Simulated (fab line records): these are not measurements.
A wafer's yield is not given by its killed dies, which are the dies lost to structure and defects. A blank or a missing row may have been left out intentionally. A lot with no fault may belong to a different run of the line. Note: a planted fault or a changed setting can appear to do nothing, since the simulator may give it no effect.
fab line records	flow ritCmos
record: lots: 6	wafers: 18	lastDay: 8
route steps=202 shown ACTIVE@11 FOX1@20 FOX2@23 NWELL@28 PWELL@39 WELLDRIVE@50 SILICIDE@161 M1@202
lots with no fault: from the same line, run without faults
startH: start of the lot's first displayed wafer, in hours after the record's first day	waitH: hours elapsed since this lot's preceding step	" repeats the value in the row above	L1.1+2: a row that stands for several wafers	- no value, or no start was given	* or withheld: withheld	< > ~ a bound
route shown NAME@n: NAME is a module with steps in the file, n the number in the route of the first one	usual: mean/standard deviation of fault-free wafers	same: alike in all rows	chamber/n: place in a boat	sites: each site's reading	_std_site: standard deviation of those values	_edge_site: the outer-site mean with the inner-site mean subtracted	radiusMm: how far each site lies from the wafer's centre	mask NAME#n: copy n	behind: tool/chamber where the wafer was last shaped	hold: what put the lot on hold/how long, in hours/how the hold closed	device: names the non-switching transistor (n, p or np)	end of line: the same wafers' tests at the end of the route	where a step has no rows: the recipe by itself	killed: not the wafer's yield, but the dies lost to structure and defects at the first sort	map: a wafer's dies, x killed, . not, _ none there
set.NAME: the setting that was run; set.NAME@STEP: the one run at that earlier step	model.NAME: the simulator's own value behind a step, which no gauge read
lots at selected steps of the route; one table per step, one row per wafer
services: from which hour (startH, from the record's first day; less than 0 if before it) a tool's chamber was out of use, for how many hours, and why
== steps ==
step: RIT_ACTIVE_DEVELOP_10
recipe: resist: NOVOLAK	developTimeS: 50	devTempC: 23
step: RIT_ACTIVE_CD_MEAS_11
recipe: targetCdNm: 1400
usual: cdNm: 1399.6/1.9
lot.wafer	tool	chamber	startH	waitH	cdNm
L714.1	cdSem-02	-	24.24	-	1398.4
L714.3	"	-	"	"	1396.5
L714.5	"	-	"	"	1395.7
L720.1	cdSem-01	-	49.72	-	1398.3
L720.2	"	-	"	"	1400.4
L720.6	"	-	"	"	1397.8
L724.1	cdSem-01	-	69.59	-	1400.9
L724.3	"	-	"	"	1402.8
L724.4	"	-	"	"	1398.3
L730.1	cdSem-01	-	99.44	-	1401.2
L730.3	"	-	"	"	1399.7
L730.4	"	-	"	"	1401.3
L734.2	cdSem-01	-	120.42	-	1400.3
L734.3	"	-	"	"	1400.3
L734.4	"	-	"	"	1401.3
L735.1	cdSem-02	-	125.09	-	1397.7
L735.2	"	-	"	"	1397.9
L735.3	"	-	"	"	1399.7
step: RIT_ACTIVE_HARDBAKE_12
recipe: resist: NOVOLAK	tempC: 140	timeS: 60
step: RIT_ACTIVE_ETCH_13
recipe: stopOn: SiO2	chemistry: SF6	target: Si3N4	timeS: 210	overEtchFrac: 0.4	SF6_flow_sccm: 200	pressureMtorr: 260	rfW: 125	targetDepthA: 2100
usual: drypumpMotorCurrentA: 5.8/0.62	oesProductAu: 0.821/0.013	throttleValvePct: 7.52/0.12
same: overEtchFrac: 0.4
lot.wafer	tool	chamber	startH	waitH	drypumpMotorCurrentA	oesProductAu	rfHoursCounterH	throttleValvePct
L714.1	rieDiel-01	3	24.51	0.1	5.9	0.833	149	7.62
L714.3	"	1	"	"	6.4	0.833	108	7.29
L714.5	"	1	"	"	6.4	0.829	-	7.29
L720.1	rieDiel-03	2	49.99	0.1	6.6	0.821	65	7.52
L720.2	"	3	"	"	4.9	0.821	140	7.44
L720.6	"	2	"	"	6.6	0.806	-	7.55
L724.1	rieDiel-04	1	69.86	0.1	6.5	0.826	91	7.43
L724.3	"	3	"	"	6.2	0.824	2	7.65
L724.4	"	2	"	"	6.2	0.814	9	7.46
L730.1	rieDiel-03	3	99.71	0.1	4.9	0.822	141	7.45
L730.3	"	1	"	"	6.2	0.813	117	7.70
L730.4	"	2	"	"	6.6	0.807	-	7.53
L734.2	rieDiel-01	0	120.67	0.1	4.9	0.842	119	7.55
L734.3	"	1	"	"	6.4	0.831	110	7.29
L734.4	"	3	"	"	5.9	0.829	151	7.62
L735.1	rieDiel-01	0	125.36	0.1	4.9	0.841	119	7.55
L735.2	"	2	"	"	5.2	0.804	51	7.56
L735.3	"	3	"	"	5.9	0.826	151	7.62
step: RIT_ACTIVE_STRIP_14
recipe: chemistry: O2	timeS: 180	resist: NOVOLAK	platenTempC: withheld	powerW: 500	pressureMtorr: 4000	o2FlowSccm: 4000
usual: drypumpMotorCurrentA: 5.57/0.28
lot.wafer	tool	chamber	startH	waitH	drypumpMotorCurrentA	rfHoursCounterH
L714.1	plasmaAsher-03	0	24.64	0.1	5.99	37
L714.3	"	1	"	"	5.92	-
L714.5	"	1	"	"	5.92	-
L720.1	plasmaAsher-01	1	50.12	0.1	4.99	26
L720.2	"	0	"	"	5.54	26
L720.6	"	1	"	"	4.98	-
L724.1	plasmaAsher-02	0	69.99	0.1	5.50	44
L724.3	"	1	"	"	5.62	-
L724.4	"	0	"	"	5.52	-
L730.1	plasmaAsher-02	0	99.84	0.1	5.51	47
L730.3	"	0	"	"	5.50	-
L730.4	"	1	"	"	5.62	-
L734.2	plasmaAsher-01	1	120.80	0.1	4.97	34
L734.3	"	0	"	"	5.55	-
L734.4	"	1	"	"	5.00	-
L735.1	plasmaAsher-02	1	125.49	0.1	5.61	50
L735.2	"	0	"	"	5.48	50
L735.3	"	1	"	"	5.60	-
step: RIT_ACTIVE_CD_MEAS_90
recipe: targetCdNm: 1400
usual: cdNm: 1399.6/1.9
lot.wafer	tool	chamber	startH	waitH	cdNm
L714.1	cdSem-01	-	24.81	0.1	1398.6
L714.3	"	-	"	"	1396.9
L714.5	"	-	"	"	1396.0
L720.1	cdSem-02	-	50.30	0.1	1398.6
L720.2	"	-	"	"	1400.0
L720.6	"	-	"	"	1397.7
L724.1	cdSem-01	-	70.17	0.1	1400.1
L724.3	"	-	"	"	1402.9
L724.4	"	-	"	"	1398.6
L730.1	cdSem-02	-	100.02	0.1	1400.9
L730.3	"	-	"	"	1399.1
L730.4	"	-	"	"	1401.5
L734.2	cdSem-02	-	121.00	0.1	1400.0
L734.3	"	-	"	"	1400.1
L734.4	"	-	"	"	1401.8
L735.1	cdSem-02	-	125.66	0.1	1397.5
L735.2	"	-	"	"	1398.2
L735.3	"	-	"	"	1400.0
step: RIT_ACTIVE_CLEAN_15
recipe: chemistry: SC1	mix: 3:3:50	timeS: 600	tempC: 75
step: RIT_ACTIVE_CLEAN_16
recipe: chemistry: dHF	dilution: 50:1	timeS: 30
step: RIT_ACTIVE_CLEAN_17
recipe: chemistry: SC2	mix: 3:3:50	timeS: 600	tempC: 75	dry: n2Spin
step: RIT_FOX1_OXIDATION_00
recipe: tempC: 1100	ambient: H2O	targetThkA: 3507	pH2oTorr: 720	oxTimeS: 1130
step: RIT_FOX1_THK_MEAS_01
recipe: reads: SiO2_of_FOX1_OXIDATION_00
usual: FOX1_OXIDE_THK: 351/6.3
lot.wafer	tool	chamber	startH	waitH	FOX1_OXIDE_THK[nm]
L714.1	filmMetro-02	-	27.56	0.0	352
L714.3	"	-	"	"	360
L714.5	"	-	"	"	355
L720.1	filmMetro-02	-	52.69	0.0	346
L720.2	"	-	"	"	350
L720.6	"	-	"	"	344
L724.1	filmMetro-01	-	73.38	0.0	357
L724.3	"	-	"	"	358
L724.4	"	-	"	"	360
L730.1	filmMetro-02	-	104.04	0.0	352
L730.3	"	-	"	"	351
L730.4	"	-	"	"	352
L734.2	filmMetro-02	-	125.31	0.0	358
L734.3	"	-	"	"	353
L734.4	"	-	"	"	348
L735.1	filmMetro-03	-	130.29	0.0	345
L735.2	"	-	"	"	347
L735.3	"	-	"	"	349
step: RIT_FOX1_WET_ETCH_02
recipe: chemistry: BOE	targetDepthNm: 350	timeS: 390	tempC: 21.5	dry: n2Spin	dilution: 10:1	target: SiO2
step: RIT_FOX2_OXIDATION_00
recipe: tempC: 1100	ambient: H2O	targetThkA: 3507	pH2oTorr: 720	oxTimeS: 1130
usual: spikeTcCentreC: 1101.6/1.5	spikeTcLoadC: 1128.8/2.4	spikeTcSourceC: 1123.7/3	tubeCenterTempC: 1100/0.1	tube_center_temp_C_max: 1102.9/0.5	zonePowerCentrePct: 55/7.8
lot.wafer	tool	chamber	startH	waitH	spikeTcCentreC	spikeTcLoadC	spikeTcSourceC	tubeCenterTempC	tube_center_temp_C_max	zonePowerCentrePct	model.SiO2_of_FOX2_OXIDATION_00.thkNm
L714.1	furnace-03	0	27.73	0.0	1105.0	1131.8	1121.3	1099.9	1102.9	45	360.3
L714.3	"	0	"	"	1103.2	1130.7	1122.1	1100	1103.1	45	356.6
L714.5	"	0	"	"	1102.8	1130.7	1122.4	1100.2	1103.3	46	364.2
L720.1	furnace-03	0	52.86	0.0	1117.9	1148.0	1138.8	1115	1118.0	46	372.5
L720.2	"	0	"	"	1116.8	1146.4	1137.9	1115	1117.6	47	374
L720.6	"	0	"	"	1117.3	1146.5	1138.1	1114.9	1117.4	46	376.8
L724.1	furnace-03	0	73.67	0.0	1118.6	1145.3	1140.3	1115	1117.8	45	375.3
L724.3	"	0	"	"	1117.9	1147.0	1137.3	1114.9	1117.1	45	377.8
L724.4	"	0	"	"	1119.0	1146.6	1138.4	1115	1117.8	46	377.3
L730.1	furnace-04	0	104.22	0.0	1100.2	1128.8	1121.8	1099.9	1103.1	64	355.2
L730.3	"	0	"	"	1101.7	1125.3	1121.4	1100.2	1102.9	64	353
L730.4	"	0	"	"	1101.4	1126.5	1121.2	1100.1	1103.0	64	350.4
L734.2	furnace-01	0	127.66	2.2	1102.1	1127.3	1126.6	1100	1102.3	55	347.9
L734.3	"	0	"	"	1100.9	1127.0	1129.0	1100.1	1102.3	56	348.8
L734.4	"	0	"	"	1099.6	1127.0	1129.1	1100	1103.0	56	348.2
L735.1	furnace-01	0	135.02	4.6	1102.5	1127.1	1127.7	1100.1	1102.9	56	349.8
L735.2	"	0	"	"	1101.3	1128.2	1126.3	1100	1103.2	55	351.4
L735.3	"	0	"	"	1101.5	1127.5	1126.5	1100.2	1103.3	56	349.2
step: RIT_FOX2_THK_MEAS_01
recipe: reads: SiO2_of_FOX2_OXIDATION_00
usual: FOX2_OXIDE_THK: 352/7.3
lot.wafer	tool	chamber	startH	waitH	FOX2_OXIDE_THK[nm]
L714.1	filmMetro-01	-	29.05	0.0	360
L714.3	"	-	"	"	357
L714.5	"	-	"	"	364
L720.1	filmMetro-02	-	54.18	0.0	373
L720.2	"	-	"	"	374
L720.6	"	-	"	"	377
L724.1	filmMetro-02	-	74.98	0.0	375
L724.3	"	-	"	"	378
L724.4	"	-	"	"	378
L730.1	filmMetro-04	-	105.54	0.0	355
L730.3	"	-	"	"	353
L730.4	"	-	"	"	351
L734.2	filmMetro-02	-	128.98	0.0	348
L734.3	"	-	"	"	349
L734.4	"	-	"	"	348
L735.1	filmMetro-02	-	136.33	0.0	350
L735.2	"	-	"	"	351
L735.3	"	-	"	"	349
step: RIT_FOX2_CLEAN_02
recipe: chemistry: dHF	dilution: 50:1	timeS: 180
step: RIT_FOX2_WET_ETCH_03
recipe: chemistry: H3PO4	target: Si3N4	targetDepthNm: 195	tempC: 165	timeS: 2700
step: RIT_FOX2_THK_MEAS_90
recipe: reads: SiO2_of_FOX2_OXIDATION_00
usual: FIELD_OXIDE_LEFT_1_THK: 325/7.4
lot.wafer	tool	chamber	startH	waitH	FIELD_OXIDE_LEFT_1_THK[nm]
L714.1	filmMetro-01	-	29.92	0.0	333
L714.3	"	-	"	"	329
L714.5	"	-	"	"	337
L720.1	filmMetro-01	-	55.82	0.0	345
L720.2	"	-	"	"	346
L720.6	"	-	"	"	349
L724.1	filmMetro-02	-	75.86	0.0	348
L724.3	"	-	"	"	351
L724.4	"	-	"	"	350
L730.1	filmMetro-04	-	106.42	0.0	327
L730.3	"	-	"	"	325
L730.4	"	-	"	"	322
L734.2	filmMetro-01	-	129.86	0.0	321
L734.3	"	-	"	"	321
L734.4	"	-	"	"	320
L735.1	filmMetro-04	-	137.21	0.0	323
L735.2	"	-	"	"	324
L735.3	"	-	"	"	322
step: RIT_NWELL_HMDS_00
recipe: primeTimeS: 60	primeTempC: 140
step: RIT_NWELL_COAT_01
recipe: resist: NOVOLAK	spinRpm: 2000	resistThkNm: 1300
step: RIT_NWELL_SOFTBAKE_02
recipe: resist: NOVOLAK	tempC: 90	timeS: 60
step: RIT_NWELL_EXPOSE_03
recipe: maskId: M2	na: 0.57	targetCdNm: 43900	doseMj: 250
step: RIT_NWELL_PEB_04
recipe: resist: NOVOLAK	tempC: withheld	timeS: withheld
step: RIT_NWELL_DEVELOP_05
recipe: resist: NOVOLAK	developTimeS: 68	devTempC: 23
step: RIT_NWELL_OVL_MEAS_06
usual: NWELL_OVL: -0.8/1.4
lot.wafer	tool	chamber	startH	waitH	NWELL_OVL[nm]
L714.1	overlay-02	-	30.86	-	-2.5
L714.3	"	-	"	"	-2.2
L714.5	"	-	"	"	-1.0
L720.1	overlay-01	-	56.76	-	-0.9
L720.2	"	-	"	"	0.9
L720.6	"	-	"	"	-0.9
L724.1	overlay-02	-	76.93	-	-0.4
L724.3	"	-	"	"	-2.3
L724.4	"	-	"	"	0.5
L730.1	overlay-01	-	107.48	-	0.9
L730.3	"	-	"	"	-2.1
L730.4	"	-	"	"	-0.1
L734.2	overlay-02	-	130.92	-	-0.5
L734.3	"	-	"	"	-1.4
L734.4	"	-	"	"	-2.3
L735.1	overlay-01	-	138.27	-	-0.1
L735.2	"	-	"	"	0.9
L735.3	"	-	"	"	0.6
step: RIT_NWELL_HARDBAKE_07
recipe: resist: NOVOLAK	tempC: 140	timeS: 120
step: RIT_NWELL_IMPLANT_08
recipe: species: P	energyKev: 170	doseCm2: 5e+13	tiltDeg: 7
step: RIT_NWELL_STRIP_09
recipe: chemistry: O2	timeS: 180	resist: NOVOLAK	platenTempC: withheld	powerW: 500	pressureMtorr: 4000	o2FlowSccm: 4000
usual: drypumpMotorCurrentA: 6.0/0.32
lot.wafer	tool	chamber	startH	waitH	drypumpMotorCurrentA	rfHoursCounterH
L714.1	plasmaAsher-03	0	31.30	0.1	6.0	38
L714.3	"	1	"	"	5.9	-
L714.5	"	1	"	"	5.9	-
L720.1	plasmaAsher-04	0	57.19	0.1	6.2	40
L720.2	"	1	"	"	6.3	40
L720.6	"	0	"	"	6.1	-
L724.1	plasmaAsher-04	1	77.36	0.1	6.3	43
L724.3	"	1	"	"	6.3	-
L724.4	"	0	"	"	6.2	-
L730.1	plasmaAsher-03	0	107.92	0.1	6.1	46
L730.3	"	0	"	"	6.0	-
L730.4	"	1	"	"	5.9	-
L734.2	plasmaAsher-03	1	131.35	0.1	5.9	1
L734.3	"	0	"	"	6.0	-
L734.4	"	1	"	"	5.9	-
L735.1	plasmaAsher-03	0	138.71	0.1	6.0	2
L735.2	"	1	"	"	5.9	2
L735.3	"	0	"	"	6.0	-
step: RIT_NWELL_TW_MEAS_10
usual: NWELL_TW: 2141/20
lot.wafer	tool	chamber	startH	waitH	NWELL_TW
L714.1	filmMetro-02	-	31.48	0.1	2136
L714.3	"	-	"	"	2131
L714.5	"	-	"	"	2135
L720.1	filmMetro-02	-	57.37	0.1	2143
L720.2	"	-	"	"	2145
L720.6	"	-	"	"	2138
L724.1	filmMetro-02	-	77.54	0.1	2145
L724.3	"	-	"	"	2141
L724.4	"	-	"	"	2144
L730.1	filmMetro-04	-	108.09	0.1	2104
L730.3	"	-	"	"	2118
L730.4	"	-	"	"	2109
L734.2	filmMetro-02	-	131.53	0.1	2145
L734.3	"	-	"	"	2156
L734.4	"	-	"	"	2152
L735.1	filmMetro-04	-	138.89	0.1	2121
L735.2	"	-	"	"	2124
L735.3	"	-	"	"	2127
step: RIT_PWELL_HMDS_00
recipe: primeTimeS: 60	primeTempC: 140
step: RIT_PWELL_COAT_01
recipe: resist: NOVOLAK	spinRpm: 2000	resistThkNm: 1300
step: RIT_PWELL_SOFTBAKE_02
recipe: resist: NOVOLAK	tempC: 90	timeS: 60
step: RIT_PWELL_EXPOSE_03
recipe: maskId: M3	na: 0.57	targetCdNm: 43700	doseMj: 250
step: RIT_PWELL_PEB_04
recipe: resist: NOVOLAK	tempC: withheld	timeS: withheld
step: RIT_PWELL_DEVELOP_05
recipe: resist: NOVOLAK	developTimeS: 68	devTempC: 23
step: RIT_PWELL_OVL_MEAS_06
usual: PWELL_OVL: -1.6/1.3
lot.wafer	tool	chamber	startH	waitH	PWELL_OVL[nm]
L714.1	overlay-01	-	32.62	-	-0.9
L714.3	"	-	"	"	-0.8
L714.5	"	-	"	"	-0.2
L720.1	overlay-01	-	58.31	-	-2.9
L720.2	"	-	"	"	-2.1
L720.6	"	-	"	"	1.5
L724.1	overlay-01	-	78.72	-	-1.8
L724.3	"	-	"	"	-0.4
L724.4	"	-	"	"	-1.4
L730.1	overlay-01	-	109.16	-	-3.3
L730.3	"	-	"	"	-1.7
L730.4	"	-	"	"	0.0
L734.2	overlay-02	-	132.47	-	0.3
L734.3	"	-	"	"	0.1
L734.4	"	-	"	"	-0.4
L735.1	overlay-01	-	139.83	-	-1.2
L735.2	"	-	"	"	0.0
L735.3	"	-	"	"	-0.5
step: RIT_PWELL_HARDBAKE_07
recipe: resist: NOVOLAK	tempC: 140	timeS: 120
step: RIT_PWELL_IMPLANT_08
recipe: species: B	energyKev: 170	doseCm2: 7e+13	tiltDeg: 7
step: RIT_PWELL_STRIP_09
recipe: chemistry: O2	timeS: 180	resist: NOVOLAK	platenTempC: withheld	powerW: 500	pressureMtorr: 4000	o2FlowSccm: 4000
usual: drypumpMotorCurrentA: 5.95/0.25
lot.wafer	tool	chamber	startH	waitH	drypumpMotorCurrentA	rfHoursCounterH
L714.1	plasmaAsher-03	0	33.06	0.1	6.00	38
L714.3	"	1	"	"	5.93	-
L714.5	"	1	"	"	5.92	-
L720.1	plasmaAsher-03	0	58.74	0.1	6.02	41
L720.2	"	1	"	"	5.95	41
L720.6	"	1	"	"	5.94	-
L724.1	plasmaAsher-02	0	79.15	0.1	5.53	45
L724.3	"	1	"	"	5.65	-
L724.4	"	0	"	"	5.51	-
L730.1	plasmaAsher-02	0	109.59	0.1	5.51	48
L730.3	"	0	"	"	5.51	-
L730.4	"	1	"	"	5.63	-
L734.2	plasmaAsher-03	0	132.90	0.1	6.03	2
L734.3	"	0	"	"	6.06	-
L734.4	"	1	"	"	5.94	-
L735.1	plasmaAsher-04	0	140.26	0.1	6.15	49
L735.2	"	1	"	"	6.33	49
L735.3	"	1	"	"	6.29	-
step: RIT_PWELL_TW_MEAS_10
usual: PWELL_TW: 953/7.2
lot.wafer	tool	chamber	startH	waitH	PWELL_TW
L714.1	filmMetro-02	-	33.24	0.1	955
L714.3	"	-	"	"	950
L714.5	"	-	"	"	950
L720.1	filmMetro-02	-	58.92	0.1	951
L720.2	"	-	"	"	954
L720.6	"	-	"	"	957
L724.1	filmMetro-03	-	79.33	0.1	962
L724.3	"	-	"	"	964
L724.4	"	-	"	"	956
L730.1	filmMetro-02	-	109.77	0.1	964
L730.3	"	-	"	"	965
L730.4	"	-	"	"	960
L734.2	filmMetro-04	-	133.09	0.1	951
L734.3	"	-	"	"	943
L734.4	"	-	"	"	948
L735.1	filmMetro-03	-	140.44	0.1	954
L735.2	"	-	"	"	962
L735.3	"	-	"	"	959
step: RIT_WELLDRIVE_ANNEAL_00
recipe: tempC: 1100	timeS: 14700	ambient: N2
step: RIT_WELLDRIVE_RS_MEAS_01
recipe: thkMeasGauge: four-point-probe
usual: NWELL_RS: 275.9/0.72
lot.wafer	tool	chamber	startH	waitH	NWELL_RS[ohm/sq]
L714.1	filmMetro-03	-	39.63	0.0	275.3
L714.3	"	-	"	"	275.9
L714.5	"	-	"	"	275.7
L720.1	filmMetro-02	-	64.34	0.0	275.5
L720.2	"	-	"	"	276.0
L720.6	"	-	"	"	276.0
L724.1	filmMetro-04	-	84.47	0.0	274.0
L724.3	"	-	"	"	274.9
L724.4	"	-	"	"	274.3
L730.1	filmMetro-03	-	115.10	0.0	274.9
L730.3	"	-	"	"	275.6
L730.4	"	-	"	"	275.2
L734.2	filmMetro-04	-	142.51	0.0	275.6
L734.3	"	-	"	"	277.0
L734.4	"	-	"	"	276.2
L735.1	filmMetro-03	-	147.53	0.0	276.8
L735.2	"	-	"	"	275.4
L735.3	"	-	"	"	276.6
step: RIT_WELLDRIVE_RS_MEAS_02
recipe: thkMeasGauge: four-point-probe
usual: PWELL_RS: 429.9/1.4
lot.wafer	tool	chamber	startH	waitH	PWELL_RS[ohm/sq]
L714.1	filmMetro-03	-	39.75	0.1	429.3
L714.3	"	-	"	"	431.2
L714.5	"	-	"	"	430.5
L720.1	filmMetro-02	-	64.46	0.1	430.6
L720.2	"	-	"	"	430.7
L720.6	"	-	"	"	429.2
L724.1	filmMetro-04	-	84.59	0.1	430.7
L724.3	"	-	"	"	429.1
L724.4	"	-	"	"	430.3
L730.1	filmMetro-03	-	115.22	0.1	427.4
L730.3	"	-	"	"	427.9
L730.4	"	-	"	"	428.4
L734.2	filmMetro-04	-	142.63	0.1	428.3
L734.3	"	-	"	"	428.3
L734.4	"	-	"	"	428.0
L735.1	filmMetro-03	-	147.65	0.1	429.8
L735.2	"	-	"	"	429.3
L735.3	"	-	"	"	429.0
step: RIT_FOX2_THK_MEAS_91
recipe: reads: SiO2_of_FOX2_OXIDATION_00
usual: FIELD_OXIDE_LEFT_2_THK: 257/7.5
lot.wafer	tool	chamber	startH	waitH	FIELD_OXIDE_LEFT_2_THK[nm]
L714.1	filmMetro-01	-	43.54	0.0	265
L714.3	"	-	"	"	261
L714.5	"	-	"	"	269
L720.1	filmMetro-01	-	68.10	0.0	276
L720.2	"	-	"	"	277
L720.6	"	-	"	"	281
L724.1	filmMetro-01	-	88.54	0.0	279
L724.3	"	-	"	"	282
L724.4	"	-	"	"	282
L730.1	filmMetro-02	-	118.99	0.0	260
L730.3	"	-	"	"	257
L730.4	"	-	"	"	255
L734.2	filmMetro-04	-	146.51	0.0	252
L734.3	"	-	"	"	253
L734.4	"	-	"	"	253
L735.1	filmMetro-02	-	151.41	0.0	255
L735.2	"	-	"	"	256
L735.3	"	-	"	"	254
step: RIT_SILICIDE_WET_ETCH_00
recipe: chemistry: BOE	target: SiO2	targetDepthNm: 14	timeS: 15	dry: n2Spin	dilution: 10:1	tempC: 21.5
lot.wafer	tool	chamber	startH	waitH	model.SiO2_of_FOX2_OXIDATION_00.thkNm
L714.1	wetBench-02	2	63.11	0.1	158.8
L714.3	"	2	"	"	154.9
L714.5	"	2	"	"	163.4
L720.1	wetBench-03	1	87.96	0.1	169.4
L720.2	"	1	"	"	171.6
L720.6	"	1	"	"	173.8
L724.1	wetBench-02	1	107.14	0.1	173.8
L724.3	"	1	"	"	176.9
L724.4	"	1	"	"	175.3
L730.1	wetBench-03	0	142.23	0.1	153.7
L730.3	"	0	"	"	152.3
L730.4	"	0	"	"	149.6
L734.2	wetBench-04	1	167.02	0.1	145.3
L734.3	"	1	"	"	147.1
L734.4	"	1	"	"	148.3
L735.1	wetBench-04	1	176.10	0.1	147.6
L735.2	"	1	"	"	149.3
L735.3	"	1	"	"	150.2
step: RIT_M1_PROBE_99
usual: killedAtContacts: 0.0/0.2	killedAtFrontEnd: 7/3	killedDies: 7/3	killedOnRim: 2.1/1.6	killedOpen: 3.4/1.8	killedShort: 3.8/2.1
same: grossDies: 264	killed_at_M0_to_M3: 0	killed_at_M4_up: 0	killedAtBackSide: 0	killedAtOther: 0
lot.wafer	tool	chamber	startH	waitH	killedAtContacts	killedAtFrontEnd	killedDies	killedOnRim	killedOpen	killedShort
L714.1	prober-02	-	70.16	0.1	1	6	7	0	1	6
L714.3	prober-02	-	70.26	0.2	0	8	8	1	3	5
L714.5	prober-02	-	70.36	0.2	0	11	11	5	5	6
L720.1	prober-01	-	95.23	0.1	0	3	3	0	2	1
L720.2	prober-01	-	95.28	0.1	0	7	7	4	5	2
L720.6	prober-01	-	95.48	0.2	0	1	1	0	0	1
L724.1	prober-01	-	114.07	0.1	0	12	12	4	1	11
L724.3	prober-01	-	114.17	0.2	0	9	9	3	5	4
L724.4	prober-01	-	114.22	0.2	0	8	8	3	4	4
L730.1	prober-01	-	149.11	0.1	0	11	11	4	4	6
L730.3	prober-01	-	149.21	0.2	0	15	15	4	5	8
L730.4	prober-01	-	149.26	0.2	0	13	13	5	6	7
L734.2	prober-01	-	174.01	0.1	0	8	8	1	3	5
L734.3	prober-01	-	174.06	0.2	0	7	7	2	3	4
L734.4	prober-01	-	174.11	0.2	0	2	2	1	1	1
L735.1	prober-02	-	183.21	0.1	0	5	5	1	3	2
L735.2	prober-02	-	183.26	0.1	0	4	4	0	4	0
L735.3	prober-02	-	183.31	0.2	0	5	5	0	1	4
killed by level:class
L714.1 REOX:geometricParticle:short=3 FOX1:geometricParticle:short=1 CONTACT:geometricParticle:short=1 SPACER:geometricParticle:short=1 SILICIDE:geometricParticle:open=1
L714.3 FOX1:geometricParticle:short=2 SPACER:geometricParticle:short=2 FOX2:geometricParticle:open=1 GATE:geometricParticle:open=1 SPACER:geometricParticle:open=1 SILICIDE:geometricParticle:short=1
L714.5 FOX1:geometricParticle:open=2 REOX:geometricParticle:short=2 SILICIDE:geometricParticle:short=2 FOX1:geometricParticle:short=1 FOX2:geometricParticle:open=1 GATE:geometricParticle:open=1 SPACER:geometricParticle:short=1 SPACER:geometricParticle:open=1
L720.1 FOX1:geometricParticle:short=1 GATE:geometricParticle:open=1 SPACER:geometricParticle:open=1
L720.2 GATE:geometricParticle:open=4 FOX1:geometricParticle:open=1 GATE:geometricParticle:short=1 SPACER:geometricParticle:short=1
L720.6 SPACER:geometricParticle:short=1
L724.1 GATE:geometricParticle:short=4 SILICIDE:geometricParticle:short=4 FOX2:geometricParticle:short=2 FOX1:geometricParticle:short=1 GATE:geometricParticle:open=1
L724.3 GATE:geometricParticle:open=4 FOX1:geometricParticle:short=2 GATE:geometricParticle:short=2 FOX1:geometricParticle:open=1
L724.4 GATE:geometricParticle:short=3 FOX1:geometricParticle:open=1 GATE:geometricParticle:open=1 REOX:geometricParticle:open=1 SILICIDE:geometricParticle:open=1 SILICIDE:geometricParticle:short=1
L730.1 GATE:geometricParticle:short=3 SPACER:geometricParticle:open=3 FOX2:geometricParticle:short=1 GATE:geometricParticle:open=1 SPACER:geometricParticle:short=1 SILICIDE:geometricParticle:short=1 PSD:coatMicrobubblePrinted=1
L730.3 FOX2:geometricParticle:open=5 SILICIDE:geometricParticle:short=3 GATE:geometricParticle:short=2 PSD:coatMicrobubblePrinted=2 FOX2:geometricParticle:short=1 REOX:geometricParticle:short=1 SPACER:geometricParticle:short=1
L730.4 GATE:geometricParticle:short=4 GATE:geometricParticle:open=3 REOX:geometricParticle:short=2 SILICIDE:geometricParticle:open=2 FOX1:geometricParticle:open=1 FOX2:geometricParticle:short=1
L734.2 GATE:geometricParticle:short=3 FOX2:geometricParticle:open=1 GATE:geometricParticle:open=1 REOX:geometricParticle:short=1 REOX:geometricParticle:open=1 SILICIDE:geometricParticle:short=1
L734.3 GATE:geometricParticle:short=2 GATE:geometricParticle:open=2 REOX:geometricParticle:short=1 REOX:geometricParticle:open=1 SILICIDE:geometricParticle:short=1
L734.4 GATE:geometricParticle:short=1 GATE:geometricParticle:open=1
L735.1 SILICIDE:geometricParticle:open=2 GATE:geometricParticle:open=1 GATE:geometricParticle:short=1 SPACER:geometricParticle:short=1
L735.2 GATE:geometricParticle:open=3 FOX1:geometricParticle:open=1
L735.3 SILICIDE:geometricParticle:short=3 GATE:geometricParticle:short=1 SPACER:geometricParticle:open=1
== services ==
tool	chamber	startH	hours	kind
wetBench-02	-	0.77	5.6	repair
plasmaAsher-04	-	12.91	14.6	pm
rieDiel-03	-	12.98	0.4	repair
furnace-01	-	14.88	3.8	pm
furnace-03	-	16.20	3.5	pm
furnace-03	-	19.74	6.5	pm
rieDiel-04	0	42.82	4.8	repair
rieDiel-01	-	45.14	0.3	repair
furnace-01	-	63.13	2.2	pm
plasmaAsher-03	-	76.25	2.9	repair
plasmaAsher-04	-	78.88	2.8	pm
rieDiel-03	0	86.65	18.1	repair
plasmaAsher-03	-	108.75	9.0	pm
plasmaAsher-03	0	108.75	9.0	ventCycle
plasmaAsher-03	1	108.75	9.0	ventCycle
plasmaAsher-03	-	116.03	0.7	repair
plasmaAsher-03	0	117.75	-	clean
plasmaAsher-03	1	117.75	-	clean
rieDiel-01	1	126.20	4.9	repair
furnace-03	-	133.39	4.1	pm
plasmaAsher-01	-	136.21	0.6	repair
rieDiel-01	3	140.74	-	clean
rieDiel-04	3	145.90	8.6	repair
furnace-04	-	159.15	3.9	pm
== key ==
firstSign: step: RIT_FOX2_OXIDATION_00	reading: tubeCenterTempC	direction: up	sigmas: 99+	usual: *	struck: *
effect: step: RIT_FOX2_OXIDATION_00	reading: tube_center_temp_C_max	direction: up	sigmas: 30	usual: *	struck: *
effect: step: RIT_FOX2_THK_MEAS_01	reading: FOX2_OXIDE_THK	direction: up	sigmas: 3.2	usual: 352	struck: 376
effect: step: RIT_FOX2_THK_MEAS_90	reading: FIELD_OXIDE_LEFT_1_THK	direction: up	sigmas: 3.1	usual: 325	struck: 348
effect: step: RIT_FOX2_THK_MEAS_91	reading: FIELD_OXIDE_LEFT_2_THK	direction: up	sigmas: 3	usual: 257	struck: 279
modelEffect: step: RIT_FOX2_OXIDATION_00	value: SiO2_of_FOX2_OXIDATION_00.thkNm	without: 352.2	struck: 375.6
modelEffect: step: RIT_SILICIDE_WET_ETCH_00	value: SiO2_of_FOX2_OXIDATION_00.thkNm	without: 150	struck: 173.5
metAt RIT_FOX2_OXIDATION_00
struckWafers L720.1,L720.2,L720.6,L724.1,L724.3,L724.4
testerLeftOut L720,L724
onsetBetween 27.73 52.86
fault: kind: processParameterDrift	tool: furnace-03	chamber: -	onsetH: 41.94	steps: RIT_FOX2_OXIDATION_00	channel: tempC	offset: *	shape: step	endH: 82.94	actsIn: *	stated: *
testerLeftOut: of these lots the tester's yield and bins aren't shown, on N5 and GAA mostly nor the transistor test; their killed dies are dies lost to structure and defects alone, not to doping, threshold or leakage, so they don't give the yield
